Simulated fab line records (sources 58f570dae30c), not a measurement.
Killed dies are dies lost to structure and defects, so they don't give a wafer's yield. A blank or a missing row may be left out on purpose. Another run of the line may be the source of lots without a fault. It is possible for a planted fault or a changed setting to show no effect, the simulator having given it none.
Problem report, 8D (eight disciplines) form, completed by code ; flow berkeley cmos170 ; the parts of the form that need people (team, actions taken, sign-off) are left out

1. WHAT WENT WRONG
NLDD_RS at UCB170_SDANNEAL_RS_MEAS_05 reads a mean of 563.0 ohm/sq on 3 wafers of 1 lot; wafers without a fault read 615.8 ohm/sq with a standard deviation of 1.4. That puts it -38 standard deviations away from the usual mean.
The step: measures by four-point-probe.
First seen on wafer L312.3, day 10 12:48, on film metro-01. The record holds 39 wafers of 13 lots with a number at this step. Rule for "out", or "out of limits": more than 4 standard deviations from the usual mean. All remaining wafers that have a number are taken as sound.

2. WHAT IT IS, WHAT IT ISN'T
question;is;is not
which readings at this step;NLDD_RS;-
which lots;L312;L301, L302, L303, L304, L305, L307, L316, L317, L318, L320, L321, L323
which wafers of those lots;all that have a number;-
read on which gauges;film metro-01;film metro-03, film metro-04
when;from day 10 12:48;"up to then (18 sound wafers); but 18 sound wafers of L316, L317, L318, L320, L321, L323 came after"

3. SUSPECTS, AND WHAT RULES EACH OUT
Counting: a tool at any process step up to the reading remains a suspect when it ran all the lots that are out and ran no sound lot after the first of those.
- the gauge at UCB170_SDANNEAL_RS_MEAS_05: kept. All the wafers that are out were read on film metro-01, and no step on other tools shows them out.
- implanter-01 at UCB170_NLDD_IMPLANT_08: kept. It ran the lot that is out, L312 (day 9 23:59), and no sound lot after that; its last sound lot up to then is L305 (day 8 03:26).
What counting leaves: implanter-01 at UCB170_NLDD_IMPLANT_08 and film metro-01 at UCB170_SDANNEAL_RS_MEAS_05.

4. THE CAUSE (what the simulator had put in)
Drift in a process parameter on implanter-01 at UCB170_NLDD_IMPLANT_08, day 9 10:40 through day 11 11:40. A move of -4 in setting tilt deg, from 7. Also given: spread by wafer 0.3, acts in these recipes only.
This tool is one of the 2 suspects left after counting.

5. THE EFFECT CHAIN, in route order
One row per reading whose mean, taken over the struck wafers that have a number, lies over 3 standard deviations from the usual. Only readings whose record carries a usual standard deviation are examined. hours: median over the lots of the time between each lot's start at the first step of this table that gives one and its start at this step. sigmas: the change, counted in usual standard deviations.
hours;step;reading;usual;on struck wafers;change;sigmas
0;UCB170_SDANNEAL_RS_MEAS_05;NLDD_RS;615.8 ohm/sq;563.0;-52.8;-38

6. WHAT WOULD HAVE CAUGHT IT SOONER
In this record the first reading out of limits at a measuring or inspecting step was taken at day 10 12:48, 26 hours after the fault began at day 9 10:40.
Tool readings at UCB170_NLDD_IMPLANT_08 with a usual standard deviation given in the record: none out on any struck wafer, hence no alarm at a limit of 4 standard deviations on them.
By day 10 12:48, every lot that is out (1) had started UCB170_NLDD_IMPLANT_08 on implanter-01. None of them would have been spared by holding the tool at that moment.
